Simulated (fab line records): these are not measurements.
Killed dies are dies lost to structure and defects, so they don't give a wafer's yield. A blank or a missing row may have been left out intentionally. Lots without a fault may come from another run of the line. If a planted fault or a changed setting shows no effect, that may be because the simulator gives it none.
fab line records	flow rit-cmos	part 1 of 2: steps 1 to 36 of 43
[record] lots = 6	wafers = 18	last-day = 8
route steps=202 shown SDANNEAL@156 PSD@157 NSD@158 PLDD@159 NLDD@160 SILICIDE@161 CONTACT@168 M1@184
lots that met no fault: from a run of the same line without faults
start-h: hours from the record's opening day to when the first of the lot's shown wafers began	wait-h: hours elapsed since this lot's preceding step	" same as the row above	L1.1+2: a row that stands for several wafers	- value missing, or start not given	* or withheld: withheld	< > ~ a bound
route shown NAME@n: names a module that has steps shown in the file, with the first one's number in the route	usual: mean and standard deviation over wafers with no fault	same: alike in all rows	chamber/n: place in a boat	sites: the reading at each site	_std_site: standard deviation across them	_edge_site: outer sites' mean less inner sites'	radius-mm: how far each site lies from the wafer's centre	mask NAME#n: copy n	behind: the tool/chamber that last shaped the wafer	hold: why the lot was held/for how many hours/how that ended	device: transistor that didn't switch, given as n, p or np	end of line: the tests these same wafers got at the end of their route	a step without rows: its recipe alone	killed: the dies lost at the first sort to structure and to defects; this is not the yield of the wafer	map: a wafer's dies, marking killed ones x, the rest . and places with no die _
set.NAME: setting as actually run; set.NAME@STEP: the setting as run at that earlier step	model.NAME: the simulator's own value behind a step, which no gauge read
lots at some steps of the route; a table a step, a row a wafer
services: the hour from which a tool's chamber was out of use, counted from the record's first day as start-h (under 0 if before that day), plus the number of hours and why
[[steps]]
[step RIT_SDANNEAL_RTA_03]
[recipe] temp-c = 1050	time-s = 4.891	idle-temp-c = 600	ramp-up-c-per-s = 342	ramp-down-c-per-s = 171	cool-to-c = 600	ambient = N2
[usual] ramp-up-c-per-s = 342.01/0.061	wafer_temp_C_max = 1053.7/1.2
lot.wafer	tool	chamber	start-h	wait-h	ramp-up-c-per-s	wafer_temp_C_max
L943.3	rtp-anneal-01	0	58.63	0.0	342.00	1052.9
L943.5	"	0	"	"	342.01	1053.5
L943.6	"	0	"	"	341.95	1054.8
L947.1	rtp-anneal-01	0	75.20	0.0	341.94	1055.3
L947.4	"	0	"	"	341.93	1053.9
L947.6	"	0	"	"	341.97	1052.8
L950.3	rtp-anneal-02	0	92.53	0.0	342.18	1054.2
L950.4	"	0	"	"	342.15	1055.3
L950.6	"	0	"	"	342.01	1054.8
L961.2	rtp-anneal-02	0	151.83	0.0	342.01	1053.4
L961.3	"	0	"	"	342.04	1054.4
L961.4	"	0	"	"	341.86	1053.5
L964.2	rtp-anneal-01	0	168.74	0.0	342.09	1054.2
L964.4	"	0	"	"	342.03	1056.1
L964.6	"	0	"	"	341.94	1052.8
L965.4	rtp-anneal-02	0	175.28	0.0	342.00	1053.4
L965.5	"	0	"	"	342.06	1053.8
L965.6	"	0	"	"	342.03	1053.8
[step RIT_SDANNEAL_RS_MEAS_04]
[recipe] thk-meas-gauge = four-point-probe
[usual] PSD_RS = 116.3/0.33
lot.wafer	tool	chamber	start-h	wait-h	PSD_RS[ohm/sq]
L943.3	film-metro-01	-	58.71	0.1	116.2
L943.5	"	-	"	"	116.6
L943.6	"	-	"	"	116.4
L947.1	film-metro-04	-	75.26	0.0	116.3
L947.4	"	-	"	"	116.3
L947.6	"	-	"	"	116.3
L950.3	film-metro-01	-	92.61	0.1	117.0
L950.4	"	-	"	"	117.0
L950.6	"	-	"	"	117.4
L961.2	film-metro-03	-	151.90	0.1	115.8
L961.3	"	-	"	"	116.2
L961.4	"	-	"	"	115.7
L964.2	film-metro-04	-	168.81	0.1	115.8
L964.4	"	-	"	"	116.3
L964.6	"	-	"	"	116.0
L965.4	film-metro-04	-	175.37	0.1	116.1
L965.5	"	-	"	"	116.1
L965.6	"	-	"	"	116.3
[step RIT_SDANNEAL_RS_MEAS_05]
[recipe] thk-meas-gauge = four-point-probe
[usual] NSD_RS = 84.51/0.28
lot.wafer	tool	chamber	start-h	wait-h	NSD_RS[ohm/sq]
L943.3	film-metro-01	-	58.83	0.1	84.43
L943.5	"	-	"	"	84.89
L943.6	"	-	"	"	84.72
L947.1	film-metro-04	-	75.38	0.1	84.35
L947.4	"	-	"	"	84.74
L947.6	"	-	"	"	84.37
L950.3	film-metro-01	-	92.73	0.1	84.91
L950.4	"	-	"	"	84.47
L950.6	"	-	"	"	84.76
L961.2	film-metro-03	-	152.02	0.1	83.86
L961.3	"	-	"	"	83.91
L961.4	"	-	"	"	83.46
L964.2	film-metro-04	-	168.93	0.1	84.88
L964.4	"	-	"	"	84.66
L964.6	"	-	"	"	84.77
L965.4	film-metro-04	-	175.49	0.1	84.57
L965.5	"	-	"	"	84.34
L965.6	"	-	"	"	84.36
[step RIT_SDANNEAL_RS_MEAS_06]
[recipe] thk-meas-gauge = four-point-probe
[usual] PLDD_RS = 178.9/0.45
lot.wafer	tool	chamber	start-h	wait-h	PLDD_RS[ohm/sq]
L943.3	film-metro-01	-	58.95	0.1	180.0
L943.5	"	-	"	"	180.5
L943.6	"	-	"	"	180.0
L947.1	film-metro-04	-	75.50	0.1	178.8
L947.4	"	-	"	"	179.3
L947.6	"	-	"	"	179.7
L950.3	film-metro-01	-	92.85	0.1	179.2
L950.4	"	-	"	"	179.4
L950.6	"	-	"	"	179.5
L961.2	film-metro-03	-	152.14	0.1	178.8
L961.3	"	-	"	"	178.8
L961.4	"	-	"	"	178.6
L964.2	film-metro-04	-	169.05	0.1	178.9
L964.4	"	-	"	"	179.5
L964.6	"	-	"	"	178.7
L965.4	film-metro-04	-	175.61	0.1	179.0
L965.5	"	-	"	"	179.1
L965.6	"	-	"	"	178.4
[step RIT_SDANNEAL_RS_MEAS_07]
[recipe] thk-meas-gauge = four-point-probe
[usual] NLDD_RS = 153.2/0.55
lot.wafer	tool	chamber	start-h	wait-h	NLDD_RS[ohm/sq]
L943.3	film-metro-01	-	59.07	0.1	154.5
L943.5	"	-	"	"	154.6
L943.6	"	-	"	"	154.2
L947.1	film-metro-04	-	75.62	0.1	152.5
L947.4	"	-	"	"	152.9
L947.6	"	-	"	"	152.7
L950.3	film-metro-01	-	92.97	0.1	153.7
L950.4	"	-	"	"	153.0
L950.6	"	-	"	"	152.7
L961.2	film-metro-03	-	152.26	0.1	153.3
L961.3	"	-	"	"	152.7
L961.4	"	-	"	"	152.7
L964.2	film-metro-04	-	169.17	0.1	153.9
L964.4	"	-	"	"	153.3
L964.6	"	-	"	"	153.6
L965.4	film-metro-04	-	175.73	0.1	153.4
L965.5	"	-	"	"	153.4
L965.6	"	-	"	"	153.6
[step RIT_SILICIDE_WET_ETCH_00]
[recipe] chemistry = BOE	target = SiO2	target-depth-nm = 14	time-s = 15	dry = n2-spin	dilution = 10:1	temp-c = 21.5
[step RIT_SILICIDE_SPUTTER_01]
[recipe] material = Ti	target-thk-nm = 30	power-w = 350	chamber-pressure-pa = 0.667	gas = Ar	time-s = 240	substrate-temp-c = 25
[step RIT_SILICIDE_RS_MEAS_02]
[recipe] thk-meas-gauge = four-point-probe	reads = Ti_of_SILICIDE_SPUTTER_01
[usual] SILICIDE_TI_RS = 48.1/0.76
lot.wafer	tool	chamber	start-h	wait-h	SILICIDE_TI_RS[ohm/sq]
L943.3	film-metro-03	-	59.36	0.1	47.5
L943.5	"	-	"	"	47.3
L943.6	"	-	"	"	47.1
L947.1	film-metro-02	-	75.90	0.1	49.8
L947.4	"	-	"	"	48.7
L947.6	"	-	"	"	49.9
L950.3	film-metro-02	-	93.26	0.1	46.9
L950.4	"	-	"	"	46.9
L950.6	"	-	"	"	47.0
L961.2	film-metro-02	-	152.54	0.1	48.3
L961.3	"	-	"	"	48.7
L961.4	"	-	"	"	48.8
L964.2	film-metro-04	-	169.54	0.1	48.8
L964.4	"	-	"	"	48.3
L964.6	"	-	"	"	48.2
L965.4	film-metro-02	-	176.01	0.1	47.3
L965.5	"	-	"	"	47.1
L965.6	"	-	"	"	47.3
[step RIT_SILICIDE_THK_MEAS_03]
[recipe] thk-meas-gauge = xrf	reads = Ti_of_SILICIDE_SPUTTER_01
[usual] SILICIDE_TI_THK = 30.4/0.41
lot.wafer	tool	chamber	start-h	wait-h	SILICIDE_TI_THK[nm]
L943.3	film-metro-03	-	59.46	0.1	30.8
L943.5	"	-	"	"	30.9
L943.6	"	-	"	"	30.9
L947.1	film-metro-02	-	76.02	0.1	29.8
L947.4	"	-	"	"	30.1
L947.6	"	-	"	"	29.6
L950.3	film-metro-02	-	93.36	0.1	31.2
L950.4	"	-	"	"	31.2
L950.6	"	-	"	"	31.0
L961.2	film-metro-02	-	152.65	0.1	30.3
L961.3	"	-	"	"	30.2
L961.4	"	-	"	"	30.0
L964.2	film-metro-04	-	169.65	0.1	29.9
L964.4	"	-	"	"	30.0
L964.6	"	-	"	"	30.2
L965.4	film-metro-02	-	176.10	0.1	31.0
L965.5	"	-	"	"	31.0
L965.6	"	-	"	"	30.8
[step RIT_SILICIDE_RTA_04]
[recipe] temp-c = 650	time-s = 10	idle-temp-c = 25	ramp-up-s = 5	ramp-down-s = 5	cool-to-c = 25	ambient = N2
[usual] wafer_temp_C_max = 653.0/0.77
lot.wafer	tool	chamber	start-h	wait-h	wafer_temp_C_max
L943.3	rtp-anneal-02	0	59.53	0.1	652.0
L943.5	"	0	"	"	651.8
L943.6	"	0	"	"	652.3
L947.1	rtp-anneal-02	0	76.08	0.1	651.7
L947.4	"	0	"	"	652.8
L947.6	"	0	"	"	652.7
L950.3	rtp-anneal-01	0	93.42	0.1	654.4
L950.4	"	0	"	"	653.9
L950.6	"	0	"	"	652.9
L961.2	rtp-anneal-01	0	152.72	0.1	654.0
L961.3	"	0	"	"	653.8
L961.4	"	0	"	"	653.3
L964.2	rtp-anneal-02	0	169.71	0.1	652.3
L964.4	"	0	"	"	652.8
L964.6	"	0	"	"	652.9
L965.4	rtp-anneal-01	0	176.16	0.1	653.5
L965.5	"	0	"	"	655.2
L965.6	"	0	"	"	653.1
[step RIT_SILICIDE_WET_ETCH_05]
[recipe] chemistry = SPM	target = Ti	temp-c = 90	time-s = 120	dry = n2-spin
[step RIT_SILICIDE_RTA_06]
[recipe] temp-c = 750	time-s = 10	idle-temp-c = 25	ramp-up-s = 5	ramp-down-s = 10	cool-to-c = 25	ambient = N2
[usual] wafer_temp_C_max = 753.4/0.91
lot.wafer	tool	chamber	start-h	wait-h	wafer_temp_C_max
L943.3	rtp-anneal-01	0	59.68	0.0	753.9
L943.5	"	0	"	"	753.4
L943.6	"	0	"	"	754.2
L947.1	rtp-anneal-01	0	76.19	0.0	753.4
L947.4	"	0	"	"	754.4
L947.6	"	0	"	"	753.9
L950.3	rtp-anneal-02	0	93.53	0.0	752.4
L950.4	"	0	"	"	752.6
L950.6	"	0	"	"	752.6
L961.2	rtp-anneal-02	0	152.82	0.0	753.5
L961.3	"	0	"	"	752.7
L961.4	"	0	"	"	753.2
L964.2	rtp-anneal-01	0	169.84	0.0	752.9
L964.4	"	0	"	"	752.7
L964.6	"	0	"	"	753.4
L965.4	rtp-anneal-02	0	176.31	0.0	752.1
L965.5	"	0	"	"	752.0
L965.6	"	0	"	"	751.4
[step RIT_CONTACT_CVD_00]
[recipe] material = SiO2	target-thk-nm = 400	precursor = TEOS	temp-c = 390	time-s = 61	rf-w = 400
[usual] heater-power-w = 320/62	rf-fwd-power-W = 396.8/1.8
lot.wafer	tool	chamber	start-h	wait-h	heater-power-w	rf-fwd-power-W	model.SiO2_of_CONTACT_CVD_00.thk-nm
L943.3	pecvd-03	0	59.72	0.0	343	398.0	399.5
L943.5	"	1	"	"	261	397.7	405.2
L943.6	"	2	"	"	366	398.9	400.9
L947.1	pecvd-01	0	76.26	0.1	282	396.3	399.4
L947.4	"	1	"	"	298	395.8	408.2
L947.6	"	2	"	"	272	396.4	404
L950.3	pecvd-01	2	93.57	0.0	298	399.2	394.1
L950.4	"	2	"	"	305	396.7	400
L950.6	"	1	"	"	411	394.0	402.8
L961.2	pecvd-03	2	152.88	0.0	289	397.9	393.1
L961.3	"	1	"	"	192	555.8	440.6
L961.4	"	2	"	"	300	397.6	398.6
L964.2	pecvd-03	0	169.89	0.0	350	397.6	391.2
L964.4	"	1	"	"	214	559.7	444.6
L964.6	"	2	"	"	338	397.3	402.5
L965.4	pecvd-01	2	176.37	0.0	296	397.1	394.9
L965.5	"	1	"	"	402	392.9	401.6
L965.6	"	0	"	"	290	393.9	402.2
[step RIT_CONTACT_THK_MEAS_01]
[recipe] reads = SiO2_of_CONTACT_CVD_00
[usual] CONTACT_TEOS_THK = 399/5.4
lot.wafer	tool	chamber	start-h	wait-h	CONTACT_TEOS_THK[nm]
L943.3	film-metro-01	-	59.79	0.0	399
L943.5	"	-	"	"	405
L943.6	"	-	"	"	401
L947.1	film-metro-01	-	76.31	0.0	399
L947.4	"	-	"	"	408
L947.6	"	-	"	"	405
L950.3	film-metro-01	-	93.64	0.0	395
L950.4	"	-	"	"	400
L950.6	"	-	"	"	403
L961.2	film-metro-01	-	152.96	0.1	393
L961.3	"	-	"	"	440
L961.4	"	-	"	"	399
L964.2	film-metro-01	-	169.95	0.0	391
L964.4	"	-	"	"	445
L964.6	"	-	"	"	403
L965.4	film-metro-01	-	176.42	0.0	395
L965.5	"	-	"	"	402
L965.6	"	-	"	"	402
[step RIT_CONTACT_HMDS_02]
[recipe] prime-time-s = 60	prime-temp-c = 140
[step RIT_CONTACT_COAT_03]
[recipe] resist = NOVOLAK	spin-rpm = 3250	resist-thk-nm = 1000
[step RIT_CONTACT_SOFTBAKE_04]
[recipe] resist = NOVOLAK	temp-c = 90	time-s = 60
[step RIT_CONTACT_EXPOSE_05]
[recipe] mask-id = M11	na = 0.6	source-shape = conventional	sigma-outer = 0.5	target-cd-nm = 1000	dose-mj = 250
[step RIT_CONTACT_PEB_06]
[recipe] resist = NOVOLAK	temp-c = withheld	time-s = withheld
[step RIT_CONTACT_DEVELOP_07]
[recipe] resist = NOVOLAK	develop-time-s = 120	dev-temp-c = 22.43
[step RIT_CONTACT_CD_MEAS_08]
[recipe] target-cd-nm = 1000
[usual] cd-nm = 1000.1/2.6
lot.wafer	tool	chamber	start-h	wait-h	cd-nm
L943.3	cd-sem-01	-	60.87	-	995.9
L943.5	"	-	"	"	994.4
L943.6	"	-	"	"	996.1
L947.1	cd-sem-01	-	77.46	-	999.4
L947.4	"	-	"	"	1001.8
L947.6	"	-	"	"	999.1
L950.3	cd-sem-02	-	94.81	-	1000.5
L950.4	"	-	"	"	1001.8
L950.6	"	-	"	"	1001.1
L961.2	cd-sem-01	-	154.04	-	1002.4
L961.3	"	-	"	"	999.6
L961.4	"	-	"	"	1003.0
L964.2	cd-sem-01	-	170.99	-	1000.6
L964.4	"	-	"	"	999.4
L964.6	"	-	"	"	998.4
L965.4	cd-sem-02	-	177.55	-	1004.3
L965.5	"	-	"	"	1003.8
L965.6	"	-	"	"	1003.2
[step RIT_CONTACT_OVL_MEAS_09]
[usual] CONTACT_OVL = -0.4/1.3
lot.wafer	tool	chamber	start-h	wait-h	CONTACT_OVL[nm]
L943.3	overlay-02	-	60.96	0.1	0.9
L943.5	"	-	"	"	1.3
L943.6	"	-	"	"	1.6
L947.1	overlay-02	-	77.58	0.1	-2.5
L947.4	"	-	"	"	-2.0
L947.6	"	-	"	"	-2.2
L950.3	overlay-02	-	94.91	0.1	-2.0
L950.4	"	-	"	"	-1.2
L950.6	"	-	"	"	-0.7
L961.2	overlay-02	-	154.14	0.1	-1.6
L961.3	"	-	"	"	-1.6
L961.4	"	-	"	"	-1.9
L964.2	overlay-01	-	171.10	0.1	-3.5
L964.4	"	-	"	"	-3.3
L964.6	"	-	"	"	-3.4
L965.4	overlay-02	-	177.63	0.1	-3.2
L965.5	"	-	"	"	-1.9
L965.6	"	-	"	"	0.5
[step RIT_CONTACT_HARDBAKE_10]
[recipe] resist = NOVOLAK	temp-c = 140	time-s = 60
[step RIT_CONTACT_ETCH_11]
[recipe] target-depth-a = 4800	over-etch-frac = 0.2	stop-on = TiSi2	chemistry = CHF3/CF4/Ar	target = SiO2	CHF3_flow_sccm = 50	cf4-flow-sccm = 10	Ar_flow_sccm = 100	O2_flow_sccm = 5	pressure-mtorr = 100	rf-w = 200	time-s = 320
[usual] CHF3_flow_sccm = 49.99/0.13	drypump-motor-current-A = 5.7/0.6	oes-product-au = 0.993/0.014	throttle-valve-pct = 8.88/0.16
lot.wafer	tool	chamber	start-h	wait-h	CHF3_flow_sccm	drypump-motor-current-A	oes-product-au	rf-hours-counter-h	throttle-valve-pct	model.etch.depth-nm	model.CONTACT.feature-depth-nm
L943.3	rie-diel-01	2	61.14	0.1	50.14	4.7	0.989	152	8.87	399.5	399.5
L943.5	"	1	"	"	49.96	5.3	0.978	-	9.09	405.2	405.2
L943.6	"	2	"	"	49.90	4.7	0.991	-	8.87	400.9	400.9
L947.1	rie-diel-01	2	77.77	0.1	50.09	4.7	0.990	153	8.89	399.4	399.4
L947.4	"	1	"	"	49.97	5.3	0.984	94	9.08	408.2	408.2
L947.6	"	3	"	"	49.87	6.5	1.019	-	8.96	404	404
L950.3	rie-diel-03	3	95.08	0.1	50.07	5.8	0.993	9	8.80	394.1	394.1
L950.4	"	2	"	"	49.69	5.1	0.997	1	8.62	400	400
L950.6	"	3	"	"	50.49	5.8	1.003	-	8.81	402.8	402.8
L961.2	rie-diel-03	3	154.42	0.1	49.80	5.8	0.995	10	8.80	393.1	393.1
L961.3	"	2	"	"	49.95	5.1	1.010	2	8.61	440.6	440.6
L961.4	"	0	"	"	50.01	5.3	0.996	12	8.93	398.6	398.6
L964.2	rie-diel-02	1	171.28	0.1	49.78	6.2	1.012	23	8.70	391.2	391.2
L964.4	"	1	"	"	50.02	6.2	1.017	-	8.70	444.6	444.6
L964.6	"	2	"	"	49.94	6.5	0.990	-	8.87	402.5	402.5
L965.4	rie-diel-01	3	177.80	0.1	50.03	6.5	1.021	5	8.95	394.9	394.9
L965.5	"	2	"	"	49.75	4.7	0.963	-	8.91	401.6	401.6
L965.6	"	1	"	"	50.09	5.3	0.971	-	9.08	402.2	402.2
[step RIT_CONTACT_STRIP_12]
[recipe] chemistry = O2	time-s = 180	resist = NOVOLAK	platen-temp-c = withheld	power-w = 500	pressure-mtorr = 4000	o2-flow-sccm = 4000
[usual] drypump-motor-current-A = 5.8/0.49
lot.wafer	tool	chamber	start-h	wait-h	drypump-motor-current-A	rf-hours-counter-h
L943.3	plasma-asher-01	0	61.39	0.2	5.8	-
L943.5	"	1	"	"	6.3	-
L943.6	"	0	"	"	5.8	-
L947.1	plasma-asher-03	1	77.96	0.1	5.1	34
L947.4	"	1	"	"	5.1	-
L947.6	"	1	"	"	5.1	-
L950.3	plasma-asher-03	0	95.33	0.2	5.8	-
L950.4	"	1	"	"	5.1	-
L950.6	"	1	"	"	5.1	-
L961.2	plasma-asher-01	0	154.61	0.1	5.8	56
L961.3	"	1	"	"	6.3	-
L961.4	"	0	"	"	5.7	-
L964.2	plasma-asher-01	0	171.47	0.1	5.8	58
L964.4	"	0	"	"	5.8	-
L964.6	"	1	"	"	6.3	-
L965.4	plasma-asher-02	0	178.05	0.2	5.4	-
L965.5	"	0	"	"	5.4	-
L965.6	"	1	"	"	6.5	-
[step RIT_CONTACT_CD_MEAS_90]
[recipe] target-cd-nm = 1000
[usual] cd-nm = 1000.2/2.6
lot.wafer	tool	chamber	start-h	wait-h	cd-nm
L943.3	cd-sem-01	-	61.55	0.1	995.5
L943.5	"	-	"	"	994.9
L943.6	"	-	"	"	995.7
L947.1	cd-sem-02	-	78.14	0.1	999.3
L947.4	"	-	"	"	1002.4
L947.6	"	-	"	"	999.0
L950.3	cd-sem-01	-	95.49	0.1	1000.5
L950.4	"	-	"	"	1002.1
L950.6	"	-	"	"	1001.0
L961.2	cd-sem-02	-	154.81	0.1	1002.0
L961.3	"	-	"	"	999.7
L961.4	"	-	"	"	1002.3
L964.2	cd-sem-01	-	171.66	0.1	1000.9
L964.4	"	-	"	"	999.1
L964.6	"	-	"	"	999.1
L965.4	cd-sem-02	-	178.28	0.2	1004.3
L965.5	"	-	"	"	1002.8
L965.6	"	-	"	"	1004.2
[step RIT_CONTACT_CLEAN_13]
[recipe] chemistry = SC1	mix = 3:3:50	time-s = 600	temp-c = 75
[step RIT_CONTACT_CLEAN_14]
[recipe] chemistry = SC2	mix = 3:3:50	time-s = 600	temp-c = 75	dry = n2-spin
[step RIT_M1_SPUTTER_00]
[recipe] material = Al	target-thk-nm = 400	power-w = 2000	chamber-pressure-pa = 0.4	gas = Ar	time-s = 500	substrate-temp-c = 25
[usual] throttle-valve-pct = 30.1/1.1
lot.wafer	tool	chamber	start-h	wait-h	throttle-valve-pct
L943.3	pvd-sputter-02	-	61.99	0.0	29.0
L943.5	"	-	"	"	29.2
L943.6	"	-	"	"	30.6
L947.1	pvd-sputter-01	-	78.78	0.0	30.8
L947.4	"	-	"	"	29.7
L947.6	"	-	"	"	29.5
L950.3	pvd-sputter-03	-	95.92	0.0	32.0
L950.4	"	-	"	"	29.5
L950.6	"	-	"	"	29.8
L961.2	pvd-sputter-01	-	155.26	0.0	29.7
L961.3	"	-	"	"	28.5
L961.4	"	-	"	"	30.7
L964.2	pvd-sputter-02	-	172.31	0.0	31.1
L964.4	"	-	"	"	29.8
L964.6	"	-	"	"	31.1
L965.4	pvd-sputter-01	-	178.69	0.0	28.5
L965.5	"	-	"	"	29.5
L965.6	"	-	"	"	30.4
[step RIT_M1_RS_MEAS_01]
[recipe] thk-meas-gauge = four-point-probe	reads = Al_of_M1_SPUTTER_00
[usual] M1_AL_RS = 0.0735/0.00094
lot.wafer	tool	chamber	start-h	wait-h	M1_AL_RS[ohm/sq]
L943.3	film-metro-04	-	62.33	0.2	0.0735
L943.5	"	-	"	"	0.0733
L943.6	"	-	"	"	0.0731
L947.1	film-metro-03	-	79.08	0.1	0.0737
L947.4	"	-	"	"	0.0737
L947.6	"	-	"	"	0.0734
L950.3	film-metro-01	-	96.25	0.2	0.0744
L950.4	"	-	"	"	0.0746
L950.6	"	-	"	"	0.0735
L961.2	film-metro-03	-	155.57	0.2	0.0738
L961.3	"	-	"	"	0.0730
L961.4	"	-	"	"	0.0737
L964.2	film-metro-04	-	172.62	0.2	0.0729
L964.4	"	-	"	"	0.0732
L964.6	"	-	"	"	0.0728
L965.4	film-metro-04	-	179.05	0.2	0.0753
L965.5	"	-	"	"	0.0758
L965.6	"	-	"	"	0.0754
[step RIT_M1_THK_MEAS_02]
[recipe] thk-meas-gauge = xrf	reads = Al_of_M1_SPUTTER_00
[usual] M1_AL_THK = 399/5.1
lot.wafer	tool	chamber	start-h	wait-h	M1_AL_THK[nm]
L943.3	film-metro-04	-	62.43	0.1	396
L943.5	"	-	"	"	398
L943.6	"	-	"	"	396
L947.1	film-metro-03	-	79.20	0.1	400
L947.4	"	-	"	"	399
L947.6	"	-	"	"	401
L950.3	film-metro-01	-	96.35	0.1	398
L950.4	"	-	"	"	395
L950.6	"	-	"	"	401
L961.2	film-metro-03	-	155.68	0.1	396
L961.3	"	-	"	"	401
L961.4	"	-	"	"	397
L964.2	film-metro-04	-	172.73	0.1	400
L964.4	"	-	"	"	401
L964.6	"	-	"	"	400
L965.4	film-metro-04	-	179.14	0.1	389
L965.5	"	-	"	"	385
L965.6	"	-	"	"	389
[step RIT_M1_HMDS_03]
[recipe] prime-time-s = 60	prime-temp-c = 140
[step RIT_M1_COAT_04]
[recipe] resist = NOVOLAK	spin-rpm = 2000	resist-thk-nm = 1300
[step RIT_M1_SOFTBAKE_05]
[recipe] resist = NOVOLAK	temp-c = 90	time-s = 60
[step RIT_M1_EXPOSE_06]
[recipe] mask-id = M12	na = 0.6	source-shape = conventional	sigma-outer = 0.5	target-cd-nm = 2600	dose-mj = 250
[step RIT_M1_PEB_07]
[recipe] resist = NOVOLAK	temp-c = withheld	time-s = withheld
[[key]]
[first-sign] step = RIT_CONTACT_CVD_00	reading = rf-fwd-power-W	direction = up	sigmas = 88	usual = 396.8	struck = 557.8
[effect] step = RIT_CONTACT_THK_MEAS_01	reading = CONTACT_TEOS_THK	direction = up	sigmas = 8.1	usual = 399	struck = 443
[model-effect] step = RIT_CONTACT_CVD_00	value = SiO2_of_CONTACT_CVD_00.thk-nm	without = 399.9	struck = 442.6
[model-effect] step = RIT_CONTACT_ETCH_11	value = etch.depth-nm	without = 399.9	struck = 442.6
[model-effect] step = RIT_M1_METAL_ETCH_12	value = SiO2_of_CONTACT_CVD_00.thk-nm	without = 364.3	struck = 407
[model-effect] step = RIT_M1_PROBE_99	value = etest.field-p-metal.vt-v	without = -28.94	struck = -31.05
met-at RIT_CONTACT_CVD_00
struck-wafers L961.3,L964.4
tester-left-out L961,L964
onset-between 59.72 152.88
[fault] kind = process-parameter-drift	tool = pecvd-03	chamber = 1	onset-h = 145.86	steps = RIT_CONTACT_CVD_00	channel = rf-w	offset = 160	shape = step	end-h = 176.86	stated = 400
// tester-left-out: of these lots the tester's yield and bins aren't shown, on N5 and GAA mostly nor the transistor test; their killed dies are dies lost to structure and defects alone, not to doping, threshold or leakage, so they don't give the yield
